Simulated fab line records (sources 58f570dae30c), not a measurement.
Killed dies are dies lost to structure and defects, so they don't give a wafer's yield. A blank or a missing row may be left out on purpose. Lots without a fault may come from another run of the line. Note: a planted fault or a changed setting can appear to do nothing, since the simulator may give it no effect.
2 desks, one fault -- flow berkeley cmos170 -- numbers are kept per desk, each desk with only its own; the story behind them comes last

## DESK OF THE TOOL OWNER: implanter-03
UCB170_PFIELD_IMPLANT_07, tool's own readings: per-lot mean of the sampled wafers with a number, covering each lot this tool ran. Any lot whose mean is over 4 standard deviations away from the usual mean is out of limits and marked OUT; that distance is given in the brackets.
Columns: A = beam energy keV at UCB170_PFIELD_IMPLANT_07, usual 79.997
lot,first seen here,A
L817,day 5 18:03,80.006
L827,day 8 02:58,79.985
L829,day 8 14:40,51.999 (-99 or more) OUT
L832,day 9 00:01,51.988 (-99 or more) OUT
This desk's verdict: out of limits on L829, L832, starting with L829 at day 8 14:40 (beam energy keV at UCB170_PFIELD_IMPLANT_07). Within limits: L817, L827.

## FROM THE METROLOGY DESK
Means of the sampled wafers that have a number, per lot and without regard to the tool the lot ran on: this is what the gauges read. Any lot whose mean is over 4 standard deviations away from the usual mean is out of limits and marked OUT; that distance is given in the brackets.
Columns: A = NWELL_OVL at UCB170_NWELL_OVL_MEAS_12, usual -1 nm; B = NWELL_TW at UCB170_NWELL_TW_MEAS_16, usual 1243; C = PFIELD_TW at UCB170_PFIELD_TW_MEAS_09, usual 598; D = SCREENOX_OXIDE_THK at UCB170_SCREENOX_THK_MEAS_02, usual 14.46 nm
lot,first seen here,A,B,C,D
L812,day 2 12:44,-1,1238,595,14.50
L814,day 3 00:40,-6,1243,599,14.86
L817,day 3 09:55,-9,1255,593,14.66
L816,day 3 10:26,-1,1232,600,14.48
L818,day 3 16:55,3,1234,596,14.30
L820,day 4 04:43,-14,1232,590,14.66
L821,day 4 08:14,1,1245,596,14.37
L822,day 4 14:11,1,1246,607,14.43
L828,day 5 22:02,1,1235,603,14.37
L827,day 5 22:12,4,1245,604,14.48
L829,day 6 05:13,-3,1252,570 (-6.9) OUT,14.17
L832,day 6 16:23,-8,1248,566 (-7.7) OUT,14.33
L833,day 7 01:05,-0,1256,599,14.45
L835,day 7 10:21,-6,1253,598,14.80
Per this desk, out of limits: L829, L832; the first was L829, day 8 14:55 (PFIELD_TW at UCB170_PFIELD_TW_MEAS_09). Within limits: L812, L814, L817, L816, L818, L820, L821, L822, L828, L827, L833, L835.

## PUT TOGETHER
The tool owner's desk had the chance to raise an alarm at day 8 14:40 on L829, L832.
An alarm was possible from the metrology desk at day 8 14:55, on L829, L832.
On implanter-03, each named lot ran UCB170_PFIELD_IMPLANT_07.

## WHAT WAS PUT IN BY THE SIMULATOR
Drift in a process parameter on implanter-03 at UCB170_PFIELD_IMPLANT_07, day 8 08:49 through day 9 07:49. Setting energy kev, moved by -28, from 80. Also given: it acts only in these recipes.
Shown lots that were struck: L829, L832.
Hours from the fault's start to each desk's first reading out of limits: the tool owner's desk, 6; the metrology desk, 6.
